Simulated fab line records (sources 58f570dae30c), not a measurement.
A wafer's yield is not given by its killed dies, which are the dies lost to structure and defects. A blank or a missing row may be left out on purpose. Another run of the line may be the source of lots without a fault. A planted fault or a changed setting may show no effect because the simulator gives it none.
What tool caused it? / flow berkeley cmos170 / 13 lots, 39 wafers sampled, at 6 steps of a route of 331

WHAT EACH GAUGE READ, for each wafer
UCB170_PFIELD_TW_MEAS_09.
lot=L305; measured=day 4 10:00; on=film metro-04; PFIELD_TW=610 609 610
lot=L307; measured=day 4 14:40; on=film metro-03; PFIELD_TW=601 600 603
lot=L306; measured=day 4 15:33; on=film metro-01; PFIELD_TW=595 596 595
lot=L313; measured=day 5 19:57; on=film metro-04; PFIELD_TW=612 611 610
lot=L314; measured=day 6 00:41; on=film metro-03; PFIELD_TW=601 601 604
lot=L316; measured=day 6 14:04; on=film metro-03; PFIELD_TW=602 602 605
lot=L318; measured=day 7 08:11; on=film metro-01; PFIELD_TW=593 591 593
lot=L320; measured=day 7 10:43; on=film metro-04; PFIELD_TW=609 605 610
lot=L322; measured=day 7 17:24; on=film metro-01; PFIELD_TW=593 592 589
lot=L325; measured=day 8 10:21; on=film metro-01; PFIELD_TW=592 591 591
lot=L323; measured=day 8 10:34; on=film metro-04; PFIELD_TW=606 608 607
lot=L327; measured=day 8 22:27; on=film metro-03; PFIELD_TW=599 602 602
lot=L328; measured=day 9 11:23; on=film metro-04; PFIELD_TW=610 609 610

UCB170_PVT_OVL_MEAS_06.
lot=L305; measured=day 5 17:40; on=overlay-02; PVT_OVL (nm)=0 0 4
lot=L307; measured=day 5 20:07; on=overlay-02; PVT_OVL (nm)=-6 -1 -4
lot=L306; measured=day 5 16:51; on=overlay-01; PVT_OVL (nm)=-6 -8 -3
lot=L313; measured=day 7 07:13; on=overlay-02; PVT_OVL (nm)=-3 -6 -7
lot=L314; measured=day 7 08:27; on=overlay-02; PVT_OVL (nm)=-13 -11 -8
lot=L316; measured=day 7 18:17; on=overlay-01; PVT_OVL (nm)=-8 1 -3
lot=L318; measured=day 8 13:38; on=overlay-02; PVT_OVL (nm)=-13 -7 -15
lot=L320; measured=day 8 13:09; on=overlay-02; PVT_OVL (nm)=-4 -8 -13
lot=L322; measured=day 8 21:47; on=overlay-02; PVT_OVL (nm)=-1 -9 -6
lot=L325; measured=day 9 17:09; on=overlay-02; PVT_OVL (nm)=-1 4 2
lot=L323; measured=day 9 16:59; on=overlay-02; PVT_OVL (nm)=2 -3 0
lot=L327; measured=day 10 05:14; on=overlay-02; PVT_OVL (nm)=-1 4 -6
lot=L328; measured=day 10 16:13; on=overlay-02; PVT_OVL (nm)=1 -7 -4

UCB170_NLDD_TW_MEAS_11.
lot=L305; measured=day 6 08:26; on=film metro-02; NLDD_TW=2241 2243 2244
lot=L307; measured=day 6 12:08; on=film metro-03; NLDD_TW=2228 2213 2224
lot=L306; measured=day 6 09:20; on=film metro-02; NLDD_TW=2235 2236 2243
lot=L313; measured=day 7 21:36; on=film metro-02; NLDD_TW=2232 2239 2235
lot=L314; measured=day 8 01:56; on=film metro-03; NLDD_TW=2063 2060 2074
lot=L316; measured=day 8 13:17; on=film metro-03; NLDD_TW=2063 2070 2067
lot=L318; measured=day 9 11:34; on=film metro-04; NLDD_TW=2248 2262 2254
lot=L320; measured=day 9 10:51; on=film metro-04; NLDD_TW=2250 2250 2249
lot=L322; measured=day 9 17:40; on=film metro-03; NLDD_TW=2206 2212 2211
lot=L325; measured=day 10 11:56; on=film metro-04; NLDD_TW=2227 2240 2230
lot=L323; measured=day 10 11:13; on=film metro-04; NLDD_TW=2231 2234 2242
lot=L327; measured=day 10 23:27; on=film metro-02; NLDD_TW=2225 2252 2242
lot=L328; measured=day 11 08:27; on=film metro-04; NLDD_TW=2235 2248 2234

UCB170_SDANNEAL_RS_MEAS_05: measures by four-point-probe.
lot=L305; measured=day 6 21:37; on=film metro-02; NLDD_RS (ohm/sq)=617.1 618.3 617.3
lot=L307; measured=day 6 21:35; on=film metro-03; NLDD_RS (ohm/sq)=616.7 616.3 617.8
lot=L306; measured=day 6 21:23; on=film metro-04; NLDD_RS (ohm/sq)=614.7 615.4 618.1
lot=L313; measured=day 8 12:46; on=film metro-04; NLDD_RS (ohm/sq)=615.0 615.2 617.4
lot=L314; measured=day 8 12:58; on=film metro-03; NLDD_RS (ohm/sq)=728.8 728.1 727.6
lot=L316; measured=day 8 23:07; on=film metro-03; NLDD_RS (ohm/sq)=733.7 734.0 732.3
lot=L318; measured=day 9 20:41; on=film metro-03; NLDD_RS (ohm/sq)=617.3 615.7 614.7
lot=L320; measured=day 9 20:11; on=film metro-03; NLDD_RS (ohm/sq)=618.6 617.2 617.2
lot=L322; measured=day 10 06:03; on=film metro-03; NLDD_RS (ohm/sq)=617.0 615.5 616.2
lot=L325; measured=day 10 21:25; on=film metro-04; NLDD_RS (ohm/sq)=616.0 616.2 614.2
lot=L323; measured=day 10 20:58; on=film metro-03; NLDD_RS (ohm/sq)=617.6 617.1 615.7
lot=L327; measured=day 11 08:36; on=film metro-02; NLDD_RS (ohm/sq)=616.6 616.8 617.7
lot=L328; measured=day 11 19:44; on=film metro-02; NLDD_RS (ohm/sq)=615.4 616.6 617.8

WHAT TOOL EACH LOT RAN ON (gives the tool, then ch and the chambers of the sampled wafers, and finally the start)
lot=L305; UCB170_ACTIVE_STRIP_16=plasma asher-02 ch 0,1, day 4 07:35; UCB170_NLDD_IMPLANT_08=implanter-01 ch 0, day 6 08:02
lot=L307; UCB170_ACTIVE_STRIP_16=plasma asher-04 ch 0,1, day 4 10:27; UCB170_NLDD_IMPLANT_08=implanter-04 ch 0, day 6 11:44
lot=L306; UCB170_ACTIVE_STRIP_16=plasma asher-02 ch 0, day 4 10:38; UCB170_NLDD_IMPLANT_08=implanter-03 ch 0, day 6 08:57
lot=L313; UCB170_ACTIVE_STRIP_16=plasma asher-02 ch 0,1, day 5 17:32; UCB170_NLDD_IMPLANT_08=implanter-03 ch 0, day 7 21:12
lot=L314; UCB170_ACTIVE_STRIP_16=plasma asher-04 ch 0,1, day 5 21:56; UCB170_NLDD_IMPLANT_08=implanter-01 ch 0, day 8 01:35
lot=L316; UCB170_ACTIVE_STRIP_16=plasma asher-02 ch 0,1, day 6 12:16; UCB170_NLDD_IMPLANT_08=implanter-01 ch 0, day 8 12:55
lot=L318; UCB170_ACTIVE_STRIP_16=plasma asher-04 ch 0, day 7 04:43; UCB170_NLDD_IMPLANT_08=implanter-03 ch 0, day 9 11:11
lot=L320; UCB170_ACTIVE_STRIP_16=plasma asher-02 ch 0,1, day 7 08:44; UCB170_NLDD_IMPLANT_08=implanter-03 ch 0, day 9 10:28
lot=L322; UCB170_ACTIVE_STRIP_16=plasma asher-02 ch 0,1, day 7 14:43; UCB170_NLDD_IMPLANT_08=implanter-03 ch 0, day 9 17:17
lot=L325; UCB170_ACTIVE_STRIP_16=plasma asher-04 ch 0,1, day 8 05:20; UCB170_NLDD_IMPLANT_08=implanter-03 ch 0, day 10 11:32
lot=L323; UCB170_ACTIVE_STRIP_16=plasma asher-02 ch 0,1, day 8 05:57; UCB170_NLDD_IMPLANT_08=implanter-03 ch 0, day 10 10:50
lot=L327; UCB170_ACTIVE_STRIP_16=plasma asher-01 ch 0,1, day 8 20:13; UCB170_NLDD_IMPLANT_08=implanter-03 ch 0, day 10 23:01
lot=L328; UCB170_ACTIVE_STRIP_16=plasma asher-01 ch 0,1, day 9 08:38; UCB170_NLDD_IMPLANT_08=implanter-03 ch 0, day 11 08:03
- UCB170_ACTIVE_STRIP_16: strips in O2.
- UCB170_NLDD_IMPLANT_08

WHAT THE TOOLS THEMSELVES READ (means of the sampled wafers that have a number; where no wafer has one, the mark that the record gives instead)
UCB170_ACTIVE_STRIP_16.
lot=L305; tool=plasma asher-02; drypump motor current A (A)=6.3; oes product au (a.u.)=0.722; strip time to endpoint s (s)=18.07
lot=L307; tool=plasma asher-04; drypump motor current A (A)=6.0; oes product au (a.u.)=0.719; strip time to endpoint s (s)=17.99
lot=L306; tool=plasma asher-02; drypump motor current A (A)=5.9; oes product au (a.u.)=0.721; strip time to endpoint s (s)=18.04
lot=L313; tool=plasma asher-02; drypump motor current A (A)=6.3; oes product au (a.u.)=0.723; strip time to endpoint s (s)=18.16
lot=L314; tool=plasma asher-04; drypump motor current A (A)=5.9; oes product au (a.u.)=0.720; strip time to endpoint s (s)=18.14
lot=L316; tool=plasma asher-02; drypump motor current A (A)=6.4; oes product au (a.u.)=0.719; strip time to endpoint s (s)=18.15
lot=L318; tool=plasma asher-04; drypump motor current A (A)=5.7; oes product au (a.u.)=0.721; strip time to endpoint s (s)=18.17
lot=L320; tool=plasma asher-02; drypump motor current A (A)=6.1; oes product au (a.u.)=0.723; strip time to endpoint s (s)=18.05
lot=L322; tool=plasma asher-02; drypump motor current A (A)=6.4; oes product au (a.u.)=0.718; strip time to endpoint s (s)=18.23
lot=L325; tool=plasma asher-04; drypump motor current A (A)=5.9; oes product au (a.u.)=0.721; strip time to endpoint s (s)=18.02
lot=L323; tool=plasma asher-02; drypump motor current A (A)=6.3; oes product au (a.u.)=0.724; strip time to endpoint s (s)=18.08
lot=L327; tool=plasma asher-01; drypump motor current A (A)=6.2; oes product au (a.u.)=0.721; strip time to endpoint s (s)=18.09
lot=L328; tool=plasma asher-01; drypump motor current A (A)=6.2; oes product au (a.u.)=0.726; strip time to endpoint s (s)=18.02

UCB170_NLDD_IMPLANT_08.
lot=L305; tool=implanter-01; dose ions cm2=5.003e+13; faraday current uA=156.9
lot=L307; tool=implanter-04; dose ions cm2=5.001e+13; faraday current uA=160.3
lot=L306; tool=implanter-03; dose ions cm2=5.000e+13; faraday current uA=159.6
lot=L313; tool=implanter-03; dose ions cm2=4.999e+13; faraday current uA=159.2
lot=L314; tool=implanter-01; dose ions cm2=2.747e+13; faraday current uA=85.3
lot=L316; tool=implanter-01; dose ions cm2=2.756e+13; faraday current uA=87.7
lot=L318; tool=implanter-03; dose ions cm2=5.002e+13; faraday current uA=158.0
lot=L320; tool=implanter-03; dose ions cm2=4.996e+13; faraday current uA=157.9
lot=L322; tool=implanter-03; dose ions cm2=4.993e+13; faraday current uA=159.4
lot=L325; tool=implanter-03; dose ions cm2=4.998e+13; faraday current uA=157.5
lot=L323; tool=implanter-03; dose ions cm2=5.001e+13; faraday current uA=158.2
lot=L327; tool=implanter-03; dose ions cm2=4.999e+13; faraday current uA=160.8
lot=L328; tool=implanter-03; dose ions cm2=5.000e+13; faraday current uA=160.3

THE ANSWER, worked out from the rows above alone
Rule: what is usual is taken from the lots themselves. Put in order of their means at a reading, lots are off if they are a third of the lots or fewer, leave a main group of 4 or more, and stand apart from it by a gap of 3 or more times the standard deviation of the main group's means; of several such gaps the widest counts. If all means in a main group match to the digits the tables above print for the reading, that group is not used. A lot without any number at a reading at which 4 lots or more have one is off too. The other lots that the step has rows for count as sound. First the gauges in route order, then the tools' own readings, where a lot's mean is used as printed above. The first step at which some lot is off is used, and at that step the reading that is off furthest; a lot without a number counts as furthest.
Off: at UCB170_NLDD_TW_MEAS_11 (NLDD_TW), L314, L316. The main group: mean 2236, standard deviation 12.
If a tool, at a process step before that reading, ran all the lots that are off and no sound lot after the first of them, it fits. The gauges at UCB170_NLDD_TW_MEAS_11 aren't tried: what is off there is off at UCB170_NLDD_IMPLANT_08 too, on other tools, and a gauge's error can't cause that. One candidate fits, namely implanter-01 at UCB170_NLDD_IMPLANT_08. Its last sound lot is L305 (day 6 08:02), its first lot that is off L314 (day 8 01:35): a fault that began between those two fits.
The tool's own readings at UCB170_NLDD_IMPLANT_08 bear it out: on the lots that are off they differ by more than 5 times the standard deviation of the sound lots' means. dose ions cm2 reads 2.752e+13 there against 4.999e+13 on the sound lots; faraday current uA reads 86.5 there against 158.9 on the sound lots.

WHAT WAS PUT IN BY THE SIMULATOR
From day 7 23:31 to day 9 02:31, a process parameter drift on implanter-01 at UCB170_NLDD_IMPLANT_08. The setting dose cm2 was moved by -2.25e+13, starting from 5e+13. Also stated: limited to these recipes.
Struck lots among those shown: L314, L316. The rule given above showed the same thing.
